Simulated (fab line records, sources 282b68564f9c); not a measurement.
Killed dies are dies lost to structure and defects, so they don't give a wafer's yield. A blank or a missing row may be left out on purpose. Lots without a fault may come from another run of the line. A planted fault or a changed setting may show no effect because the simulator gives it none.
fab line records | flow rit_cmos
record lots=7 wafers=21 last_day=8
route steps=202 shown ACTIVE@2 M1@202
lots that met no fault: from a run of the same line without faults
start_h: hours from the record's first day to the start of the lot's first wafer shown | wait_h: hours since the lot's step before | " the same as in the row above | L1.1+2: a row that stands for several wafers | - no value, or no start given | * or withheld: withheld | < > ~ a bound
route shown NAME@n: a module of which the file shows steps, and the number in the route of the first | usual: mean/standard deviation of fault-free wafers | same: alike in all rows | chamber/n: place in a boat | sites: the reading at each site | _std_site: their standard deviation | _edge_site: outer sites' mean less inner sites' | radius_mm: how far each site lies from the wafer's centre | mask NAME#n: copy n | behind: the tool/chamber that last shaped the wafer | hold: why the lot was held/for how many hours/how that ended | device: the transistor (n, p or np) that didn't switch | end of line: the same wafers' tests at the end of the route | a step without rows: its recipe alone | killed: dies lost to structure and defects at the first sort, not the wafer's yield | map: a wafer's dies, x killed, . not, _ none there
set.NAME: the setting as run; set.NAME@STEP: as run at that earlier step | model.NAME: the simulator's own value behind a step, which no gauge read
lots at some steps of the route; a table a step, a row a wafer
services: from which hour (start_h, from the record's first day; less than 0 if before it) a tool's chamber was out of use, for how many hours, and why
## steps
# step RIT_ACTIVE_OXIDATION_01
# recipe temp_c=1000 ambient=O2 target_thk_a=468 ox_time_s=3360
# step RIT_ACTIVE_THK_MEAS_02
# recipe reads=SiO2_of_ACTIVE_OXIDATION_01
# usual ACTIVE_OXIDE_THK=47.2/0.81
# columns lot.wafer tool chamber start_h wait_h ACTIVE_OXIDE_THK[nm]
L894.1 film_metro-04 - 39.49 0.0 45.5
L894.4 " - " " 46.7
L894.6 " - " " 47.8
L899.1 film_metro-04 - 62.05 0.0 47.6
L899.2 " - " " 47.8
L899.4 " - " " 47.3
L900.1 film_metro-04 - 67.05 0.0 47.0
L900.2 " - " " 47.9
L900.5 " - " " 47.6
L901.2 film_metro-02 - 73.12 0.0 46.8
L901.3 " - " " 47.8
L901.5 " - " " 46.8
L907.2 film_metro-01 - 102.70 0.0 46.6
L907.4 " - " " 47.1
L907.6 " - " " 46.4
L909.1 film_metro-01 - 114.32 0.0 47.0
L909.4 " - " " 47.3
L909.6 " - " " 47.9
L912.1 film_metro-02 - 129.07 0.0 47.8
L912.5 " - " " 47.8
L912.6 " - " " 48.0
# step RIT_ACTIVE_CVD_03
# recipe material=Si3N4 target_thk_nm=150 temp_c=810 precursor=SiH2Cl2/NH3 time_s=1500 pressure_mtorr=300 sih2cl2_flow_sccm=60 nh3_flow_sccm=150
# step RIT_ACTIVE_THK_MEAS_04
# recipe reads=Si3N4_of_ACTIVE_CVD_03
# usual ACTIVE_NITRIDE_THK=149.6/1.4
# columns lot.wafer tool chamber start_h wait_h ACTIVE_NITRIDE_THK[nm]
L894.1 film_metro-01 - 40.97 0.0 150.7
L894.4 " - " " 150.8
L894.6 " - " " 150.1
L899.1 film_metro-02 - 63.53 0.0 146.5
L899.2 " - " " 147.2
L899.4 " - " " 146.7
L900.1 film_metro-02 - 68.53 0.0 149.0
L900.2 " - " " 148.2
L900.5 " - " " 148.2
L901.2 film_metro-01 - 74.98 0.0 149.1
L901.3 " - " " 147.5
L901.5 " - " " 148.6
L907.2 film_metro-04 - 104.18 0.0 148.7
L907.4 " - " " 150.0
L907.6 " - " " 149.6
L909.1 film_metro-04 - 115.80 0.0 150.7
L909.4 " - " " 150.0
L909.6 " - " " 151.0
L912.1 film_metro-02 - 130.55 0.0 149.8
L912.5 " - " " 149.7
L912.6 " - " " 149.6
# step RIT_ACTIVE_HMDS_05
# recipe prime_time_s=60 prime_temp_c=140
# step RIT_ACTIVE_COAT_06
# recipe resist=NOVOLAK spin_rpm=3250 resist_thk_nm=1000
# step RIT_ACTIVE_SOFTBAKE_07
# recipe resist=NOVOLAK temp_c=90 time_s=60
# step RIT_ACTIVE_EXPOSE_08
# recipe mask_id=M1 na=0.6 source_shape=conventional sigma_outer=0.6 target_cd_nm=1400 dose_mj=225
# step RIT_ACTIVE_PEB_09
# recipe resist=NOVOLAK temp_c=withheld time_s=withheld
# step RIT_ACTIVE_DEVELOP_10
# recipe resist=NOVOLAK develop_time_s=50 dev_temp_c=23
# step RIT_ACTIVE_CD_MEAS_11
# recipe target_cd_nm=1400
# usual cd_nm=1400.2/2.6
# columns lot.wafer tool chamber start_h wait_h cd_nm
L894.1 cd_sem-02 - 42.00 - 1401.6
L894.4 " - " " 1399.7
L894.6 " - " " 1402.2
L899.1 cd_sem-02 - 64.56 - 1400.4
L899.2 " - " " 1400.9
L899.4 " - " " 1398.7
L900.1 cd_sem-02 - 69.44 - 1401.7
L900.2 " - " " 1400.4
L900.5 " - " " 1400.9
L901.2 cd_sem-02 - 75.90 - 1398.2
L901.3 " - " " 1397.2
L901.5 " - " " 1398.1
L907.2 cd_sem-01 - 105.24 - 1402.1
L907.4 " - " " 1400.3
L907.6 " - " " 1400.9
L909.1 cd_sem-01 - 116.83 - 1404.3
L909.4 " - " " 1400.6
L909.6 " - " " 1401.1
L912.1 cd_sem-01 - 131.58 - 1399.3
L912.5 " - " " 1398.7
L912.6 " - " " 1397.9
# step RIT_ACTIVE_HARDBAKE_12
# recipe resist=NOVOLAK temp_c=140 time_s=60
# step RIT_ACTIVE_ETCH_13
# recipe stop_on=SiO2 chemistry=SF6 target=Si3N4 time_s=210 over_etch_frac=0.4 SF6_flow_sccm=200 pressure_mtorr=260 rf_w=125 target_depth_a=2100
# usual SF6_flow_sccm=200.0/0.59 chamber_pressure_mTorr=260.04/0.27 drypump_motor_current_A=5.7/0.52 oes_product_au=0.818/0.012 throttle_valve_pct=7.48/0.065
# columns lot.wafer tool chamber start_h wait_h SF6_flow_sccm chamber_pressure_mTorr drypump_motor_current_A oes_product_au rf_hours_counter_h throttle_valve_pct model.NOVOLAK_of_ACTIVE_COAT_06.thk_nm model.SiO2_of_ACTIVE_OXIDATION_01.thk_nm
L894.1 rie_diel-02 2 42.27 0.1 200.0 259.99 5.9 0.794 6 7.53 658.8 45.47
L894.4 " 0 " " 200.7 260.05 5.0 0.810 64 7.41 645.8 44.64
L894.6 " 3 " " 199.6 259.92 6.2 0.813 - 7.57 658.2 47.8
L899.1 rie_diel-02 3 64.91 0.1 - - - - - - 885.6 47.63
L899.2 " 0 " " - - - - - - 884.5 47.73
L899.4 " 2 " " - - - - - - 886.1 47.3
L900.1 rie_diel-04 0 69.71 0.1 - - - - - - 884.6 47.05
L900.2 " 2 " " - - - - - - 885.4 47.81
L900.5 " 1 " " - - - - - - 885.6 47.55
L901.2 rie_diel-01 2 76.26 0.1 - - - - - - 885.3 46.85
L901.3 " 1 " " - - - - - - 882.6 47.82
L901.5 " 1 " " - - - - - - 884.9 46.84
L907.2 rie_diel-02 3 105.49 0.1 199.8 260.33 6.2 0.804 6 7.57 659.3 46.65
L907.4 " 0 " " 199.0 259.86 5.0 0.814 65 7.40 646.3 45.14
L907.6 " 3 " " 200.8 260.38 6.2 0.808 - 7.59 653.5 46.44
L909.1 rie_diel-02 0 117.10 0.1 200.7 260.27 5.0 0.811 65 7.40 645.7 44.97
L909.4 " 0 " " 199.5 259.84 5.0 0.808 - 7.42 647.3 45.34
L909.6 " 2 " " 200.7 259.68 5.9 0.804 - 7.54 658.8 47.88
L912.1 rie_diel-04 0 131.85 0.1 199.4 260.24 5.6 0.815 58 7.39 648.7 44.79
L912.5 " 0 " " 200.2 260.12 5.7 0.824 - 7.39 646.6 44.74
L912.6 " 1 " " 200.0 259.74 5.1 0.811 - 7.50 654.4 47.66
# step RIT_ACTIVE_STRIP_14
# recipe chemistry=O2 time_s=180 resist=NOVOLAK platen_temp_c=withheld power_w=500 pressure_mtorr=4000 o2_flow_sccm=4000
# usual chamber_pressure_mTorr=4000/3.8 drypump_motor_current_A=5.9/0.55
# columns lot.wafer tool chamber start_h wait_h chamber_pressure_mTorr drypump_motor_current_A rf_hours_counter_h
L894.1 plasma_asher-02 1 42.41 0.1 3996 4.9 38
L894.4 " 0 " " 3998 6.6 -
L894.6 " 1 " " 4003 4.9 -
L899.1 plasma_asher-01 1 65.04 0.1 4000 5.7 28
L899.2 " 0 " " 4002 6.2 28
L899.4 " 1 " " 4003 5.6 -
L900.1 plasma_asher-01 0 69.84 0.1 3997 6.2 29
L900.2 " 1 " " 4001 5.6 29
L900.5 " 0 " " 4001 6.1 -
L901.2 plasma_asher-02 0 76.39 0.1 4000 6.6 41
L901.3 " 1 " " 3999 4.9 -
L901.5 " 1 " " 3998 4.9 -
L907.2 plasma_asher-02 1 105.62 0.1 4000 4.9 44
L907.4 " 0 " " 4001 6.6 -
L907.6 " 0 " " 3996 6.6 -
L909.1 plasma_asher-02 0 117.23 0.1 3999 6.6 45
L909.4 " 0 " " 3991 6.6 -
L909.6 " 0 " " 3999 6.6 -
L912.1 plasma_asher-01 1 131.98 0.1 4002 5.7 36
L912.5 " 0 " " 3998 6.1 -
L912.6 " 1 " " 4001 5.7 -
# step RIT_ACTIVE_CD_MEAS_90
# recipe target_cd_nm=1400
# usual cd_nm=1400.1/2.6
# columns lot.wafer tool chamber start_h wait_h cd_nm
L894.1 cd_sem-01 - 42.58 0.1 1401.3
L894.4 " - " " 1399.6
L894.6 " - " " 1401.9
L899.1 cd_sem-02 - 65.22 0.1 -
L899.2 " - " " -
L899.4 " - " " -
L900.1 cd_sem-02 - 70.02 0.1 -
L900.2 " - " " -
L900.5 " - " " -
L901.2 cd_sem-02 - 76.58 0.1 -
L901.3 " - " " -
L901.5 " - " " -
L907.2 cd_sem-01 - 105.82 0.1 1401.8
L907.4 " - " " 1400.4
L907.6 " - " " 1400.7
L909.1 cd_sem-02 - 117.41 0.1 1403.6
L909.4 " - " " 1400.8
L909.6 " - " " 1401.6
L912.1 cd_sem-02 - 132.16 0.1 1399.4
L912.5 " - " " 1398.6
L912.6 " - " " 1398.2
# step RIT_ACTIVE_CLEAN_15
# recipe chemistry=SC1 mix=3:3:50 time_s=600 temp_c=75
# step RIT_M1_PROBE_99
# usual killed_at_contacts=0.1/0.23 killed_at_front_end=6.2/2.8 killed_dies=6.3/2.7 killed_on_rim=1.7/1.3 killed_open=3.1/2 killed_short=3.2/1.8
# same gross_dies=264 killed_at_M0_to_M3=0 killed_at_M4_up=0 killed_at_back_side=0 killed_at_other=0
# columns lot.wafer tool chamber start_h wait_h hold killed_at_contacts killed_at_front_end killed_dies killed_on_rim killed_open killed_short
L894.1 prober-01 - 93.50 0.1 - 0 6 6 2 5 1
L894.4 prober-01 - 93.65 0.2 - 0 9 9 4 6 3
L894.6 prober-01 - 93.75 0.2 - 0 5 5 2 1 4
L899.1 prober-01 - 112.10 0.1 await_dispo/7.6h/scrap 0 264 264 70 2 2
L899.2 prober-01 - 112.15 0.1 await_dispo/7.6h/scrap 0 264 264 70 3 2
L899.4 prober-01 - 112.25 0.2 await_dispo/7.6h/scrap 1 263 264 70 3 3
L900.1 prober-02 - 117.85 0.1 await_dispo/4.3h/scrap 0 264 264 70 2 6
L900.2 prober-02 - 117.90 0.1 await_dispo/4.3h/scrap 0 264 264 70 2 6
L900.5 prober-02 - 118.05 0.2 await_dispo/4.3h/scrap 0 264 264 70 6 5
L901.2 prober-01 - 124.25 0.1 await_dispo/5.4h/scrap 0 264 264 70 5 3
L901.3 prober-01 - 124.30 0.2 await_dispo/5.4h/scrap 0 264 264 70 1 7
L901.5 prober-01 - 124.40 0.2 await_dispo/5.4h/scrap 0 264 264 70 5 2
L907.2 prober-02 - 159.24 0.1 - 0 6 6 1 4 2
L907.4 prober-02 - 159.34 0.2 - 0 3 3 0 1 2
L907.6 prober-02 - 159.44 0.2 - 0 3 3 1 0 3
L909.1 prober-01 - 179.90 0.1 - 0 3 3 2 3 0
L909.4 prober-01 - 180.05 0.2 - 0 2 2 2 0 2
L909.6 prober-01 - 180.15 0.2 - 0 4 4 1 1 3
L912.1 prober-02 - 187.95 0.1 - 1 2 3 1 1 2
L912.5 prober-02 - 188.15 0.2 - 0 4 4 2 2 2
L912.6 prober-02 - 188.20 0.2 - 1 6 7 1 5 2
# killed by level:class
L894.1 FOX2:geometric_particle:open=2 GATE:geometric_particle:open=2 SPACER:geometric_particle:open=1 SILICIDE:geometric_particle:short=1
L894.4 SPACER:geometric_particle:open=3 GATE:geometric_particle:short=2 GATE:geometric_particle:open=2 FOX2:geometric_particle:open=1 FOX2:geometric_particle:short=1
L894.6 FOX2:geometric_particle:short=2 GATE:geometric_particle:short=2 GATE:geometric_particle:open=1
L899.1 ACTIVE:area_etch=260 FOX1:geometric_particle:short=1 FOX1:geometric_particle:open=1 GATE:geometric_particle:open=1 GATE:geometric_particle:short=1
L899.2 ACTIVE:area_etch=259 FOX1:geometric_particle:open=2 FOX1:geometric_particle:short=1 FOX2:geometric_particle:short=1 GATE:geometric_particle:open=1
L899.4 ACTIVE:area_etch=258 FOX1:geometric_particle:open=2 FOX1:geometric_particle:short=1 GATE:geometric_particle:short=1 REOX:geometric_particle:open=1 CONTACT:geometric_particle:short=1
L900.1 ACTIVE:area_etch=256 GATE:geometric_particle:short=4 GATE:geometric_particle:open=2 SILICIDE:geometric_particle:short=2
L900.2 ACTIVE:area_etch=256 SILICIDE:geometric_particle:short=3 FOX1:geometric_particle:short=1 FOX2:geometric_particle:open=1 FOX2:geometric_particle:short=1 GATE:geometric_particle:short=1 SPACER:geometric_particle:open=1
L900.5 ACTIVE:area_etch=253 SILICIDE:geometric_particle:open=4 GATE:geometric_particle:short=3 FOX1:geometric_particle:short=2 FOX2:geometric_particle:open=1 GATE:geometric_particle:open=1
L901.2 ACTIVE:area_etch=256 FOX1:geometric_particle:open=2 GATE:geometric_particle:open=2 GATE:geometric_particle:short=1 REOX:geometric_particle:short=1 REOX:geometric_particle:open=1 SPACER:geometric_particle:short=1
L901.3 ACTIVE:area_etch=256 SPACER:geometric_particle:short=3 FOX1:geometric_particle:short=2 GATE:geometric_particle:short=2 GATE:geometric_particle:open=1
L901.5 ACTIVE:area_etch=257 GATE:geometric_particle:open=2 SILICIDE:geometric_particle:open=2 FOX1:geometric_particle:open=1 GATE:geometric_particle:short=1 REOX:geometric_particle:short=1
L907.2 SPACER:geometric_particle:open=2 FOX1:geometric_particle:open=1 SPACER:geometric_particle:short=1 SILICIDE:geometric_particle:open=1 SILICIDE:geometric_particle:short=1
L907.4 GATE:geometric_particle:short=2 SILICIDE:geometric_particle:open=1
L907.6 FOX2:geometric_particle:short=1 GATE:geometric_particle:short=1 SILICIDE:geometric_particle:short=1
L909.1 SPACER:geometric_particle:open=2 REOX:geometric_particle:open=1
L909.4 GATE:geometric_particle:short=1 SILICIDE:geometric_particle:short=1
L909.6 FOX2:geometric_particle:short=1 GATE:geometric_particle:open=1 GATE:geometric_particle:short=1 SPACER:geometric_particle:short=1
L912.1 GATE:geometric_particle:short=1 SPACER:geometric_particle:open=1 CONTACT:geometric_particle:short=1
L912.5 REOX:geometric_particle:short=2 GATE:geometric_particle:open=1 SPACER:geometric_particle:open=1
L912.6 GATE:geometric_particle:open=3 FOX1:geometric_particle:open=1 SILICIDE:geometric_particle:open=1 SILICIDE:geometric_particle:short=1 CONTACT:geometric_particle:short=1
# map L899.1 (x killed, . not)
________xxxxxxx_______
_____xxxxxxxxxxxxx____
____xxxxxxxxxxxxxxx___
___xxxxxxxxxxxxxxxxx__
__xxxxxxxxxxxxxxxxxxx_
__xxxxxxxxxxxxxxxxxxx_
_xxxxxxxxxxxxxxxxxxxxx
_xxxxxxxxxxxxxxxxxxxxx
_xxxxxxxxxxxxxxxxxxxxx
_xxxxxxxxxxxxxxxxxxxxx
__xxxxxxxxxxxxxxxxxxx_
__xxxxxxxxxxxxxxxxxxx_
___xxxxxxxxxxxxxxxxx__
____xxxxxxxxxxxxxxx___
_____xxxxxxxxxxxxx____
________xxxxxxx_______
# map L900.1 (x killed, . not)
________xxxxxxx_______
_____xxxxxxxxxxxxx____
____xxxxxxxxxxxxxxx___
___xxxxxxxxxxxxxxxxx__
__xxxxxxxxxxxxxxxxxxx_
__xxxxxxxxxxxxxxxxxxx_
_xxxxxxxxxxxxxxxxxxxxx
_xxxxxxxxxxxxxxxxxxxxx
_xxxxxxxxxxxxxxxxxxxxx
_xxxxxxxxxxxxxxxxxxxxx
__xxxxxxxxxxxxxxxxxxx_
__xxxxxxxxxxxxxxxxxxx_
___xxxxxxxxxxxxxxxxx__
____xxxxxxxxxxxxxxx___
_____xxxxxxxxxxxxx____
________xxxxxxx_______
## services
# columns tool chamber start_h hours kind
plasma_asher-02 - 25.54 0.4 repair
rie_diel-02 3 27.36 1.7 repair
plasma_asher-01 - 31.67 4.0 pm
rie_diel-02 - 48.60 0.4 repair
rie_diel-04 2 79.69 2.3 repair
rie_diel-04 - 85.92 0.3 repair
rie_diel-04 0 91.03 4.7 repair
rie_diel-02 3 97.35 7.3 repair
rie_diel-04 2 109.71 2.6 repair
rie_diel-02 3 116.69 4.2 repair
rie_diel-02 2 129.56 2.0 repair
## key
first_sign step=RIT_ACTIVE_ETCH_13 reading=tool_record direction=missing
effect step=RIT_ACTIVE_CD_MEAS_90 reading=cd_nm direction=missing
effect step=RIT_M1_PROBE_99 reading=killed_dies direction=up sigmas=94 usual=6.3 struck=264
model_effect step=RIT_ACTIVE_ETCH_13 value=NOVOLAK_of_ACTIVE_COAT_06.thk_nm without=656.5 struck=885
more_kills_born_at RIT_ACTIVE_ETCH_13@rie_diel-02=777 RIT_ACTIVE_ETCH_13@rie_diel-01=769 RIT_ACTIVE_ETCH_13@rie_diel-04=765
met_at RIT_ACTIVE_ETCH_13
struck_wafers L899.1,L899.2,L899.4,L900.1,L900.2,L900.5,L901.2,L901.3,L901.5
later_rows_left_out L899.1,L899.2,L899.4,L900.1,L900.2,L900.5,L901.2,L901.3,L901.5
tester_left_out L899,L900,L901
onset_between 42.27 64.91
fault kind=skipped_step_whole tool=rie_diel-01,rie_diel-02,rie_diel-04 chamber=- onset_h=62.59 steps=RIT_ACTIVE_ETCH_13 scope=struck_lots_only
# tester_left_out: of these lots the tester's yield and bins aren't shown, on N5 and GAA mostly nor the transistor test; their killed dies are dies lost to structure and defects alone, not to doping, threshold or leakage, so they don't give the yield
# later_rows_left_out: the simulator's readings of these wafers behind a module that went badly wrong aren't trusted and aren't shown, but for the sort
